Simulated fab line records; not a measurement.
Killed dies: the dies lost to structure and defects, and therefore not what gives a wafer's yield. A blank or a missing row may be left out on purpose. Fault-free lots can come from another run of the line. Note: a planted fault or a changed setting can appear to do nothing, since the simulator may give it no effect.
Check of tool commonality -- flow berkeley cmos170 -- Lots sampled 14, wafers sampled 42

## WHY THIS WAS OPENED
Of 14 lots, 2 have the reading NVT_TW flagged at UCB170_NVT_TW_MEAS_09. Fault-free wafers read 521, with a standard deviation of 4.4.
Rule: a lot gets a flag if all its wafers with a number sit over 4 standard deviations from that mean, or if no wafer of it has a number. The other lots count as sound.

lot,measured,on,"NVT_TW, wafer by wafer",flag
L481,day 5 07:43,film metro-02,516 520 517,
L480,day 5 07:56,film metro-01,522 524 524,
L482,day 5 21:17,film metro-04,526 523 524,
L483,day 6 05:21,film metro-02,513 514 516,
L485,day 6 14:20,film metro-02,513 513 513,
L486,day 7 03:14,film metro-01,521 523 525,
L488,day 7 11:50,film metro-02,516 515 516,
L487,day 7 12:07,film metro-02,516 518 514,
L489,day 7 16:22,film metro-04,526 524 528,
L490,day 7 23:46,film metro-02,515 515 515,
L491,day 8 00:05,film metro-01,522 522 525,
L492,day 8 07:05,film metro-01,522 525 522,
L500,day 9 22:54,film metro-02,542 545 542,FLAGGED
L503,day 10 18:51,film metro-02,543 543 544,FLAGGED
The mean of the flagged lots' numbers is 543, +22 from the usual (+5 standard deviations).

## EACH LOT AND THE TOOL IT RAN ON
The record keeps 1 process step preceding the reading, out of 331 steps on the route. Each cell gives the tool, then ch followed by the chambers the sampled wafers passed through, then the start.
lot,flag,UCB170_NVT_IMPLANT_07
L481,,"implanter-03 ch 0, day 5 07:28"
L480,,"implanter-01 ch 0, day 5 07:41"
L482,,"implanter-03 ch 0, day 5 21:04"
L483,,"implanter-03 ch 0, day 6 05:07"
L485,,"implanter-01 ch 0, day 6 14:05"
L486,,"implanter-01 ch 0, day 7 02:59"
L488,,"implanter-01 ch 0, day 7 11:35"
L487,,"implanter-02 ch 0, day 7 11:52"
L489,,"implanter-02 ch 0, day 7 16:08"
L490,,"implanter-03 ch 0, day 7 23:33"
L491,,"implanter-01 ch 0, day 7 23:51"
L492,,"implanter-02 ch 0, day 8 06:50"
L500,FLAGGED,"implanter-02 ch 0, day 9 22:39"
L503,FLAGGED,"implanter-02 ch 0, day 10 18:36"
What these steps do:
- UCB170_NVT_IMPLANT_07
- UCB170_NVT_TW_MEAS_09

## FLAGGED OVER TOTAL, TOOL BY TOOL (the gauges that took the reading come last)
step,tool,lots run,flagged,share of the flagged lots,sound lots run after its first flagged lot
UCB170_NVT_IMPLANT_07,implanter-01,5,0,none,-
UCB170_NVT_IMPLANT_07,implanter-02,5,2,all,0
UCB170_NVT_IMPLANT_07,implanter-03,4,0,none,-
UCB170_NVT_TW_MEAS_09,film metro-01,4,0,none,-
UCB170_NVT_TW_MEAS_09,film metro-02,8,2,all,0
UCB170_NVT_TW_MEAS_09,film metro-04,2,0,none,-

## THE TABLE: WHAT IT ALLOWS
2 rows of the table ran every flagged lot: implanter-02 at UCB170_NVT_IMPLANT_07, film metro-02 at UCB170_NVT_TW_MEAS_09.
- implanter-02 at UCB170_NVT_IMPLANT_07 ran 5 lots, 2 of them flagged. A fault beginning between L492 (day 8 06:50), its last sound lot, and L500 (day 9 22:39), its first flagged one, fits the data. Its own readings (beam energy keV) fall more than 4 standard deviations out on all wafers of the flagged lots.
- film metro-02 at UCB170_NVT_TW_MEAS_09 ran 8 lots, 2 of them flagged. A fault beginning between L490 (day 7 23:46), its last sound lot, and L500 (day 9 22:54), its first flagged one, fits the data.
Because each of these 2 tools fits a fault that began at some hour, counting lots does not separate them. More lots, or a look at what each step does to the wafer, might.

## WHAT WAS PUT IN BY THE SIMULATOR
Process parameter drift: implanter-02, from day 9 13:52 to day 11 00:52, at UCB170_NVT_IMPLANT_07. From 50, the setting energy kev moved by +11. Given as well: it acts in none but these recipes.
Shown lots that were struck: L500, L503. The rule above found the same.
